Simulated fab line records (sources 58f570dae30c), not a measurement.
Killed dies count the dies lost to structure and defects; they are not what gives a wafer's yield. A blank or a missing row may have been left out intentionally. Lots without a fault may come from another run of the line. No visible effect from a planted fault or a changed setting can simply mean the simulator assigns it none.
What tool caused it? || flow berkeley-cmos170 || Sampling: 7 lots, 21 wafers, 5 of 331 route steps

== WHAT THE GAUGES SHOWED, per wafer ==
UCB170_M3_BOW_MEAS_20.
{"lot": "L740", "measured": "day 8 11:02", "on": "film-metro-03", "M3_BOW (um)": "28 42 33"}
{"lot": "L743", "measured": "day 8 19:45", "on": "film-metro-01", "M3_BOW (um)": "23 28 17"}
{"lot": "L748", "measured": "day 10 01:40", "on": "film-metro-03", "M3_BOW (um)": "24 44 43"}
{"lot": "L752", "measured": "day 11 15:14", "on": "film-metro-02", "M3_BOW (um)": "45 23 45"}
{"lot": "L754", "measured": "day 12 05:34", "on": "film-metro-02", "M3_BOW (um)": "35 35 44"}
{"lot": "L760", "measured": "day 12 23:26", "on": "film-metro-02", "M3_BOW (um)": "34 49 34"}
{"lot": "L762", "measured": "day 13 23:56", "on": "film-metro-02", "M3_BOW (um)": "27 33 29"}

== WHAT TOOL EACH LOT RAN ON (gives the tool, then ch and the chambers of the sampled wafers, and finally the start) ==
{"lot": "L740", "UCB170_M1_ETCH_11": "rie-diel-01 ch 1,3, day 7 21:05", "UCB170_M3_STRIP_07": "plasma-asher-03 ch 0,1, day 8 09:08", "UCB170_M3_METAL_ETCH_18": "rie-metal-04 ch 0, day 8 10:38", "UCB170_M3_STRIP_19": "plasma-asher-04 ch 0, day 8 10:49"}
{"lot": "L743", "UCB170_M1_ETCH_11": "rie-diel-03 ch 1,2,3, day 8 07:39", "UCB170_M3_STRIP_07": "plasma-asher-04 ch 1, day 8 18:02", "UCB170_M3_METAL_ETCH_18": "rie-metal-01 ch 0, day 8 19:20", "UCB170_M3_STRIP_19": "plasma-asher-03 ch 0,1, day 8 19:32"}
{"lot": "L748", "UCB170_M1_ETCH_11": "rie-diel-01 ch 0,3, day 9 11:48", "UCB170_M3_STRIP_07": "plasma-asher-03 ch 0,1, day 9 23:45", "UCB170_M3_METAL_ETCH_18": "rie-metal-02 ch 0,1, day 10 01:15", "UCB170_M3_STRIP_19": "plasma-asher-03 ch 0,1, day 10 01:26"}
{"lot": "L752", "UCB170_M1_ETCH_11": "rie-diel-03 ch 0,1,3, day 10 22:23", "UCB170_M3_STRIP_07": "plasma-asher-03 ch 0,1, day 11 12:26", "UCB170_M3_METAL_ETCH_18": "rie-metal-01 ch 0,1, day 11 14:49", "UCB170_M3_STRIP_19": "plasma-asher-01 ch 0,1, day 11 15:01"}
{"lot": "L754", "UCB170_M1_ETCH_11": "rie-diel-01 ch 0,1,2, day 11 14:36", "UCB170_M3_STRIP_07": "plasma-asher-01 ch 0,1, day 12 03:28", "UCB170_M3_METAL_ETCH_18": "rie-metal-01 ch 0,1, day 12 05:09", "UCB170_M3_STRIP_19": "plasma-asher-04 ch 0,1, day 12 05:20"}
{"lot": "L760", "UCB170_M1_ETCH_11": "rie-diel-01 ch 0,2,3, day 12 10:53", "UCB170_M3_STRIP_07": "plasma-asher-01 ch 0,1, day 12 21:43", "UCB170_M3_METAL_ETCH_18": "rie-metal-02 ch 0,1, day 12 23:01", "UCB170_M3_STRIP_19": "plasma-asher-03 ch 0,1, day 12 23:13"}
{"lot": "L762", "UCB170_M1_ETCH_11": "rie-diel-01 ch 0,2,3, day 13 08:08", "UCB170_M3_STRIP_07": "plasma-asher-04 ch 0,1, day 13 21:23", "UCB170_M3_METAL_ETCH_18": "rie-metal-02 ch 1, day 13 23:28", "UCB170_M3_STRIP_19": "plasma-asher-04 ch 0,1, day 13 23:41"}
- UCB170_M1_ETCH_11: etches BARC in N2/H2.
- UCB170_M3_STRIP_07: strips in O2.
- UCB170_M3_METAL_ETCH_18: etches Al in Cl2/BCl3, stops on SiO2, target depth 1170 nm, time 195 s.
- UCB170_M3_STRIP_19: strips in O2.

== THE ANSWER, worked out from the rows above alone ==
Rule: the usual values come from the lots themselves. Put in order of their means at a reading, lots are off if they are a third of the lots or fewer, leave a main group of 4 or more, and stand apart from it by a gap of 3 or more times the standard deviation of the main group's means; of several such gaps the widest counts. A main group whose means are all the same, to the digits that the tables above print for the reading, isn't used. A lot without any number at a reading at which 4 lots or more have one is off too. All remaining lots with rows at the step are treated as sound.
Nothing can be told from this: no lot is off at any reading shown.

== WHAT WAS PUT IN BY THE SIMULATOR ==
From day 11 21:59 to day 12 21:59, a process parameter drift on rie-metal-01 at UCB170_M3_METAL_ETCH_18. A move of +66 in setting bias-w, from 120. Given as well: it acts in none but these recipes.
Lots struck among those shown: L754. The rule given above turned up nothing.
